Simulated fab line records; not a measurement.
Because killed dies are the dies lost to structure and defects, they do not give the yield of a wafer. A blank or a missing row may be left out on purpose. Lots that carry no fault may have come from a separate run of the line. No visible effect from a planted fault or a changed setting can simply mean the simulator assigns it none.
Struck lot and sound lot, side by side -- flow berkeley_cmos170 -- 28 out of 331 route steps
Sound: these wafers, L593.2, L593.3, L593.6. The struck wafers were L603.1, L603.2, L603.6. The cause comes at the end.
At each step with rows: each side's tool, then ch and its chambers, then its first start. Under that, the readings that differ: sound wafers -- struck wafers -- difference of the means -- sigmas: that difference in standard deviations of wafers without a fault.
alike: same words and numbers on both sides, and readings whose means sit less than 2 such deviations apart. not compared: any withheld reading, any reading some wafer has no value for, any bound like >300 that may hide the same value, and any number with overlapping values for which the record gives no deviation.
Wherever a step has rows on one side only, a row that says differs or no value, or a row with sigmas, the two part there. Non-overlapping numbers with no deviation appear without sigmas and do not part them. A reading missing from all wafers of one side parts the sides only when that side holds two or more wafers.

first, 1 step without rows for these wafers: UCB170_GATE_CVD_04 (deposits poly-Si from SiH4, time 1440 s, target thk 214 nm).
UCB170_GATE_THK_MEAS_05:
  sound on film_metro-02, day 9 19:13; struck on film_metro-03, day 10 18:52
  alike: GATE_POLY_THK
then, 6 steps without rows for these wafers: UCB170_GATE_COAT_06; UCB170_GATE_COAT_07 (resist thk 900 nm); UCB170_GATE_SOFTBAKE_08 (time 60 s); UCB170_GATE_EXPOSE_09 (exposes mask POLY, target cd 350 nm); UCB170_GATE_PEB_10; UCB170_GATE_DEVELOP_11 (develop time 45 s).
UCB170_GATE_CD_MEAS_12 targets a cd of 350 nm.
  sound on cd_sem-01, day 9 20:41; struck on cd_sem-02, day 10 20:02
  alike: cd_nm
UCB170_GATE_OVL_MEAS_13:
  sound on overlay-02, day 9 20:48; struck on overlay-01, day 10 20:10
  alike: GATE_OVL
UCB170_GATE_ETCH_14: etches BARC in N2/H2.
  sound on rie_diel-02 ch 2,3, day 9 20:50; struck on rie_diel-02 ch 0,1,3, day 10 20:11
  alike: drypump_motor_current_A, n2_flow_sccm, oes_product_au, throttle_valve_pct
UCB170_GATE_ETCH_15: etches poly-Si in HBr/Cl2, stops on SiO2, time 56.3 s, target depth 278.2 nm.
  sound on rie_si-02 ch 0,2,3, day 9 20:52; struck on rie_si-02 ch 2,3, day 10 20:14
  alike: drypump_motor_current_A, oes_product_au, throttle_valve_pct
  not compared: rf_hours_counter_h
UCB170_GATE_STRIP_16: strips in O2.
  sound on plasma_asher-02 ch 0,1, day 9 20:55; struck on plasma_asher-02 ch 0,1, day 10 20:17
  no value came back on the struck wafers for chamber_pressure_mTorr (mTorr), drypump_motor_current_A (A), oes_product_au (a.u.); on the sound wafers chamber_pressure_mTorr (mTorr) reads 3506 3501 3498
reading,sound,struck,difference,sigmas
model.KrF_of_GATE_COAT_07.thk_nm (nm),0 0 0,777.7 781.3 780.8,+779.9,
  not compared: rf_hours_counter_h
UCB170_GATE_CD_MEAS_90 targets a cd of 350 nm.
  sound on cd_sem-02, day 9 21:02; struck on cd_sem-02, day 10 20:23
  alike: cd_nm
then, 7 steps without rows for these wafers: UCB170_GATE_CLEAN_17 (cleans in SPM, time 600 s); UCB170_PLDD_HMDS_00 (prime time 60 s); UCB170_PLDD_COAT_01 (resist thk 900 nm); UCB170_PLDD_SOFTBAKE_02 (time 60 s); UCB170_PLDD_EXPOSE_03 (exposes mask PSELECT, target cd 1200 nm); UCB170_PLDD_PEB_04; UCB170_PLDD_DEVELOP_05 (develop time 45 s).
UCB170_PLDD_CD_MEAS_06 targets a cd of 1200 nm.
  sound on cd_sem-01, day 9 22:29; struck on cd_sem-02, day 11 00:28
  alike: cd_nm
UCB170_PLDD_OVL_MEAS_07:
  sound on overlay-02, day 9 22:35; struck on overlay-02, day 11 00:35
  alike: PLDD_OVL
then, 2 steps without rows for these wafers: UCB170_PLDD_IMPLANT_08; UCB170_PLDD_IMPLANT_09.
UCB170_PLDD_STRIP_10: strips in O2.
  sound on plasma_asher-04 ch 0,1, day 9 22:55; struck on plasma_asher-01 ch 0,1, day 11 00:55
reading,sound,struck,difference,sigmas
strip_time_to_endpoint_s (s),21.60 21.62 21.62,46.40 46.52 46.48,+24.85,+99 or more
  alike: chamber_pressure_mTorr, drypump_motor_current_A, oes_product_au
  not compared: rf_hours_counter_h
UCB170_PLDD_TW_MEAS_11:
  sound on film_metro-04, day 9 23:02; struck on film_metro-04, day 11 01:14
reading,sound,struck,difference,sigmas
PLDD_TW,1007 1002 1002,30 30 30,-974,-99 or more
  not compared: hold
UCB170_M3_PROBE_99:
  sound wafers here have rows in the record (prober-02, day 11 23:02); struck ones have none

WHERE THEY PART
Earliest at UCB170_GATE_STRIP_16; latest, in this record, at UCB170_M3_PROBE_99.

WHY: whatever the simulator had introduced
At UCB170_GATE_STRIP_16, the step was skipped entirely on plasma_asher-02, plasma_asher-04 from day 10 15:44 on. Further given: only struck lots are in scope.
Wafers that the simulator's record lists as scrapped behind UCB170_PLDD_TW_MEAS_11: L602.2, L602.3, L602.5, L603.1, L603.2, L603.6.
